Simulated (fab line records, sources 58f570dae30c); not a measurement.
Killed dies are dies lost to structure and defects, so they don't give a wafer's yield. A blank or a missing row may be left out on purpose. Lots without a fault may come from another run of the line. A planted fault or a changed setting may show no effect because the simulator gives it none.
Problem report in the 8D (eight disciplines) form, filled by code | flow berkeley_cmos170 | the parts of the form that need people (team, actions taken, sign-off) are left out

1. THE PROBLEM
V2_TEOS_THK at UCB170_V2_THK_MEAS_01 reads a mean of 1068 nm on 6 wafers of 2 lots; wafers without a fault read 1997 nm with a standard deviation of 24. That is -39 standard deviations from the usual mean.
First seen on wafer L633.1, day 10 11:53, on film_metro-03. The record holds 42 wafers of 14 lots with a number at this step. Rule for "out", or "out of limits": more than 4 standard deviations from the usual mean. The other wafers with a number count as sound.

2. WHAT IT IS AND WHAT IT IS NOT
question                    | is                     | is not
which readings at this step | V2_TEOS_THK            | -
which lots                  | L633, L634             | L622, L624, L625, L627, L628, L629, L630, L637, L638, L640, L643, L645
which wafers of those lots  | all that have a number | -
read on which gauges        | film_metro-03          | film_metro-02, film_metro-04
when                        | from day 10 11:53      | up to then (21 sound wafers); but 15 sound wafers of L637, L638, L640, L643, L645 came after

3. SUSPECTS, AND WHAT RULES EACH OUT
Counting: a tool at a process step up to the reading stays a suspect if it ran every lot that is out and no sound lot after the first of them.
- the gauge at UCB170_V2_THK_MEAS_01: kept. All the wafers that are out were read on film_metro-03, and no step on other tools shows them out.
- pecvd-02 at UCB170_V2_CVD_00 (deposits SiO2 from TEOS/O2, target thk 2000 nm, time 250 s): kept. It ran every lot that is out, first L633 (day 10 11:44), and no sound lot after that; its last sound lot up to then is L630 (day 10 07:41).
Left after counting: pecvd-02 at UCB170_V2_CVD_00, film_metro-03 at UCB170_V2_THK_MEAS_01.

4. THE CAUSE (what the simulator had put in)
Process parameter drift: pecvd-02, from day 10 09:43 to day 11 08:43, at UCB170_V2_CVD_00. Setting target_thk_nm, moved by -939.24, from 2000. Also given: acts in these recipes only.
Counting left 2 suspects, and this tool is among them.

5. THE CHAIN OF EFFECTS, in route order
Each row: a reading whose mean over the struck wafers that have a number lies more than 3 standard deviations from the usual. Only readings for which the record gives a usual standard deviation are gone through. hours: the time from each lot's start at the first step in this table that gives one to its start at this step, as a median over the lots. sigmas: the change in usual standard deviations.
hours | step                  | reading     | usual   | on struck wafers | change | sigmas
0     | UCB170_V2_THK_MEAS_01 | V2_TEOS_THK | 1997 nm | 1068             | -929   | -39

6. WHAT WOULD HAVE CAUGHT IT SOONER
In this record the first reading out of limits at a measuring or inspecting step was taken at day 10 11:53, 2 hours after the fault began at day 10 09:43.
Of the tool readings at UCB170_V2_CVD_00 for which the record gives a usual standard deviation, none was out on any struck wafer, so an alarm limit of 4 standard deviations on them would not have fired.
Of the lots that are out (2), L634 began UCB170_V2_CVD_00 on pecvd-02 after day 10 11:53. A hold on the tool at that time would have spared it.
